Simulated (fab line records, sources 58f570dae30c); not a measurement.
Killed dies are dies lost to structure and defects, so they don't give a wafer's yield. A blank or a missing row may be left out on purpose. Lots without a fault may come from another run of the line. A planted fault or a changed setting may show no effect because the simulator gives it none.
fab line records | flow berkeley_cmos170
record lots=7 wafers=21 last_day=12
route steps=331 shown START@1 ZERO@6
lots that met no fault: from a run of the same line without faults
start_h: hours from the record's first day to the start of the lot's first wafer shown | wait_h: hours since the lot's step before | " the same as in the row above | L1.1+2: a row that stands for several wafers | - no value, or no start given | * or withheld: withheld | < > ~ a bound
route shown NAME@n: a module of which the file shows steps, and the number in the route of the first | usual: mean/standard deviation of fault-free wafers | same: alike in all rows | chamber/n: place in a boat | sites: the reading at each site | _std_site: their standard deviation | _edge_site: outer sites' mean less inner sites' | radius_mm: how far each site lies from the wafer's centre | mask NAME#n: copy n | behind: the tool/chamber that last shaped the wafer | hold: why the lot was held/for how many hours/how that ended | device: the transistor (n, p or np) that didn't switch | end of line: the same wafers' tests at the end of the route | a step without rows: its recipe alone | killed: dies lost to structure and defects at the first sort, not the wafer's yield | map: a wafer's dies, x killed, . not, _ none there
set.NAME: the setting as run; set.NAME@STEP: as run at that earlier step | model.NAME: the simulator's own value behind a step, which no gauge read
lots at some steps of the route; a table a step, a row a wafer
services: from which hour (start_h, from the record's first day; less than 0 if before it) a tool's chamber was out of use, for how many hours, and why
## steps
# step UCB170_START_BOW_MEAS_00
# recipe mode=bow
# usual INCOMING_BOW=0/6.4
# columns lot.wafer tool chamber start_h wait_h INCOMING_BOW[um]
L896.1 film_metro-02 - 20.00 - 2
L896.2 " - " " -4
L896.5 " - " " -12
L897.1 film_metro-02 - 25.00 - 4
L897.3 " - " " -14
L897.6 " - " " 10
L898.1 film_metro-04 - 30.00 - -3
L898.2 " - " " 13
L898.5 " - " " -10
L904.1 film_metro-03 - 60.00 - 4
L904.2 " - " " -8
L904.5 " - " " -12
L908.2 film_metro-02 - 80.02 - -8
L908.3 " - " " -6
L908.6 " - " " 16
L910.3 film_metro-04 - 90.06 - 6
L910.5 " - " " 2
L910.6 " - " " -1
L917.1 film_metro-04 - 125.00 - -2
L917.5 " - " " -3
L917.6 " - " " 6
# step UCB170_START_CLEAN_01
# recipe chemistry=dHF dilution=25:1 time_s=60
# step UCB170_START_OXIDATION_02
# recipe temp_c=950 ambient=O2 target_thk_a=200 ox_time_s=1800
# step UCB170_START_THK_MEAS_03
# recipe reads=SiO2_of_START_OXIDATION_02
# usual START_OXIDE_THK=20.2/0.39
# columns lot.wafer tool chamber start_h wait_h START_OXIDE_THK[nm]
L896.1 film_metro-02 - 23.42 0.0 20.6
L896.2 " - " " 20.9
L896.5 " - " " 20.8
L897.1 film_metro-03 - 29.43 0.0 19.8
L897.3 " - " " 19.9
L897.6 " - " " 20.0
L898.1 film_metro-03 - 34.56 0.0 20.7
L898.2 " - " " 20.8
L898.5 " - " " 20.5
L904.1 film_metro-02 - 66.00 0.0 20.6
L904.2 " - " " 20.8
L904.5 " - " " 20.5
L908.2 film_metro-02 - 83.23 0.0 20.0
L908.3 " - " " 20.2
L908.6 " - " " 19.8
L910.3 film_metro-02 - 95.92 0.0 20.2
L910.5 " - " " 20.1
L910.6 " - " " 20.1
L917.1 film_metro-04 - 130.06 0.0 19.9
L917.5 " - " " 19.9
L917.6 " - " " 20.1
# step UCB170_START_ANNEAL_04
# recipe temp_c=950 time_s=1200 ambient=N2
# step UCB170_ZERO_HMDS_00
# recipe prime_time_s=60 prime_temp_c=100
# step UCB170_ZERO_COAT_01
# recipe resist=KrF spin_rpm=1500 resist_thk_nm=900
# step UCB170_ZERO_SOFTBAKE_02
# recipe resist=KrF temp_c=130 time_s=60
# step UCB170_ZERO_EXPOSE_03
# recipe mask_id=PM_MARKS na=0.5 sigma_outer=0.6 source_shape=conventional target_cd_nm=4000 dose_mj=30
# usual exposure_dose_mJ_cm2=30.00/0.035 focus_offset_nm=0.0/0.5 sigma_outer=0.6/0
# columns lot.wafer tool chamber start_h wait_h mask exposure_dose_mJ_cm2 focus_offset_nm sigma_outer
L896.1 krf_scanner-02 - 26.88 0.2 PM_MARKS#0 - - -
L896.2 " - " " PM_MARKS#0 - - -
L896.5 " - " " PM_MARKS#0 - - -
L897.1 krf_scanner-02 - 33.52 0.1 PM_MARKS#0 - - -
L897.3 " - " " PM_MARKS#0 - - -
L897.6 " - " " PM_MARKS#0 - - -
L898.1 krf_scanner-01 - 38.22 0.2 PM_MARKS#0 - - -
L898.2 " - " " PM_MARKS#0 - - -
L898.5 " - " " PM_MARKS#0 - - -
L904.1 krf_scanner-01 0 72.16 0.1 PM_MARKS#0 29.99 0.5 0.6
L904.2 " 0 " " PM_MARKS#0 29.96 -0.1 0.6
L904.5 " 0 " " PM_MARKS#0 29.92 0.4 0.6
L908.2 krf_scanner-02 0 87.91 0.1 PM_MARKS#0 29.99 -1.2 0.6
L908.3 " 0 " " PM_MARKS#0 29.99 -0.4 0.6
L908.6 " 0 " " PM_MARKS#0 30.02 -0.2 0.6
L910.3 krf_scanner-01 0 100.23 0.1 PM_MARKS#0 30.03 -0.2 0.6
L910.5 " 0 " " PM_MARKS#0 30.07 -0.3 0.6
L910.6 " 0 " " PM_MARKS#0 30.09 0.3 0.6
L917.1 krf_scanner-02 0 135.02 0.1 PM_MARKS#0 29.98 -0.1 0.6
L917.5 " 0 " " PM_MARKS#0 30.02 0.4 0.6
L917.6 " 0 " " PM_MARKS#0 30.04 -0.1 0.6
# step UCB170_ZERO_PEB_04
# recipe peb_temp_c=130 peb_time_s=withheld resist=KrF
# step UCB170_ZERO_DEVELOP_05
# recipe developer=TMAH develop_time_s=45 resist=KrF dev_temp_c=21
# step UCB170_ZERO_ETCH_06
# recipe chemistry=CHF3/CF4/Ar target=SiO2 time_s=12 pressure_mtorr=100 rf_w=500 CHF3_flow_sccm=50 cf4_flow_sccm=10 Ar_flow_sccm=120 over_etch_frac=1.58
# usual drypump_motor_current_A=5.7/0.43 mfc_ar_sccm=119.9/0.38 oes_product_au=0.615/0.008 rf_fwd_power_W=492/3.3 throttle_valve_pct=9.24/0.1
# columns lot.wafer tool chamber start_h wait_h drypump_motor_current_A mfc_ar_sccm oes_product_au rf_fwd_power_W rf_hours_counter_h throttle_valve_pct
L896.1 rie_diel-01 1 27.35 - 6.1 120.1 0.365 489 90 9.25
L896.2 " 2 " " 5.5 119.8 0.378 492 11 9.24
L896.5 " 1 " " 6.1 120.1 0.365 487 - 9.27
L897.1 rie_diel-02 1 34.24 - 5.6 120.2 0.372 493 100 9.32
L897.3 " 3 " " 5.5 120.5 0.372 485 141 9.20
L897.6 " 0 " " 5.9 120.8 0.369 495 - 9.15
L898.1 rie_diel-04 1 38.73 - 6.0 119.8 0.374 491 10 9.07
L898.2 " 2 " " 5.6 120.0 0.377 491 46 9.08
L898.5 " 3 " " 5.2 120.0 0.379 490 - 9.16
L904.1 rie_diel-02 2 73.14 - 6.4 119.7 0.607 492 90 9.23
L904.2 " 1 " " 5.6 119.5 0.615 496 101 9.33
L904.5 " 3 " " 5.5 120.0 0.612 487 - 9.24
L908.2 rie_diel-02 3 88.39 - 5.5 119.7 0.617 489 142 9.23
L908.3 " 0 " " 5.9 119.8 0.607 494 146 9.16
L908.6 " 2 " " 6.4 120.4 0.622 494 - 9.23
L910.3 rie_diel-01 3 100.58 - 5.5 120.2 0.603 492 14 9.15
L910.5 " 1 " " 6.1 119.9 0.609 489 - 9.28
L910.6 " 0 " " 4.7 119.8 0.608 496 - 9.38
L917.1 rie_diel-02 2 135.50 - 6.4 120.2 0.608 497 93 9.26
L917.5 " 3 " " 5.5 120.1 0.610 486 - 9.23
L917.6 " 2 " " 6.4 119.8 0.622 494 - 9.23
# step UCB170_ZERO_STRIP_07
# recipe chemistry=O2 power_w=400 pressure_mtorr=3500 platen_temp_c=withheld o2_flow_sccm=400 overash_fraction=0.5
# usual drypump_motor_current_A=5.9/0.39 o2_flow_sccm=399.8/1.1 oes_product_au=0.728/0.0042 strip_time_to_endpoint_s=21.51/0.065
# columns lot.wafer tool chamber start_h wait_h drypump_motor_current_A o2_flow_sccm oes_product_au rf_hours_counter_h strip_time_to_endpoint_s
L896.1 plasma_asher-01 1 27.37 0.0 5.5 400.2 0.727 30 21.45
L896.2 " 0 " " 6.0 400.4 0.729 30 21.41
L896.5 " 0 " " 6.0 399.1 0.729 - 21.42
L897.1 plasma_asher-03 1 34.27 0.0 6.3 399.7 0.726 30 21.50
L897.3 " 0 " " 6.1 399.4 0.731 - 21.56
L897.6 " 1 " " 6.3 400.3 0.726 - 21.50
L898.1 plasma_asher-03 1 38.75 0.0 6.2 401.5 0.730 31 21.54
L898.2 " 0 " " 6.1 401.4 0.727 31 21.49
L898.5 " 0 " " 6.1 400.6 0.730 - 21.52
L904.1 plasma_asher-03 0 73.16 0.0 6.1 403.2 0.726 35 21.63
L904.2 " 1 " " 6.3 400.0 0.726 35 21.62
L904.5 " 0 " " 6.1 400.9 0.730 - 21.59
L908.2 plasma_asher-03 1 88.41 0.0 6.3 401.1 0.721 37 21.51
L908.3 " 1 " " 6.2 401.2 0.729 - 21.55
L908.6 " 1 " " 6.2 398.9 0.727 - 21.54
L910.3 plasma_asher-04 1 100.64 0.0 5.2 398.3 0.725 - 21.54
L910.5 " 0 " " 6.2 400.8 0.730 - 21.59
L910.6 " 1 " " 5.2 398.3 0.726 - 21.60
L917.1 plasma_asher-04 1 135.53 0.0 5.3 398.7 0.724 44 21.55
L917.5 " 1 " " 5.2 397.9 0.727 - 21.50
L917.6 " 0 " " 6.2 399.0 0.730 - 21.57
## services
# columns tool chamber start_h hours kind
krf_scanner-01 - 15.03 1.0 pm
rie_diel-02 1 15.46 10.8 repair
plasma_asher-03 - 18.00 0.7 repair
krf_scanner-01 0 27.49 - calibration
krf_scanner-02 - 41.06 0.8 pm
rie_diel-01 0 42.03 - clean
rie_diel-01 0 42.03 35.2 scheduled_down
rie_diel-01 0 42.03 35.2 vent_cycle
rie_diel-01 - 48.61 4.3 pm
krf_scanner-02 0 48.96 - calibration
krf_scanner-01 - 49.78 0.5 repair
krf_scanner-01 - 60.50 0.2 repair
krf_scanner-01 - 74.54 0.8 pm
rie_diel-04 1 104.51 4.3 repair
plasma_asher-03 - 108.75 9.0 pm
plasma_asher-03 0 108.75 9.0 vent_cycle
plasma_asher-03 1 108.75 9.0 vent_cycle
krf_scanner-02 - 117.47 1.0 pm
plasma_asher-03 0 117.75 - clean
plasma_asher-03 1 117.75 - clean
rie_diel-04 2 132.92 4.6 repair
## key
first_sign step=UCB170_ZERO_EXPOSE_03 reading=tool_record direction=missing
effect step=UCB170_ZERO_ETCH_06 reading=oes_product_au direction=down sigmas=30 usual=0.615 struck=0.372
met_at UCB170_ZERO_EXPOSE_03
struck_wafers L896.1,L896.2,L896.5,L897.1,L897.3,L897.6,L898.1,L898.2,L898.5
later_rows_left_out L896.1,L896.2,L896.5,L897.1,L897.3,L897.6,L898.1,L898.2,L898.5
sort_left_out L896.1,L896.2,L896.5,L897.1,L897.3,L897.6,L898.1,L898.2,L898.5
tester_left_out L896,L897,L898
fault kind=skipped_step_whole tool=krf_scanner-01,krf_scanner-02 chamber=- onset_h=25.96 steps=UCB170_ZERO_EXPOSE_03 scope=struck_lots_only
# tester_left_out: of these lots the tester's yield and bins aren't shown, on N5 and GAA mostly nor the transistor test; their killed dies are dies lost to structure and defects alone, not to doping, threshold or leakage, so they don't give the yield
# sort_left_out: the simulated sort isn't trusted on such a fault, so these wafers' sort isn't shown, and their yield isn't known
# later_rows_left_out: the simulator's readings of these wafers behind a module that went badly wrong aren't trusted and aren't shown, but for the sort
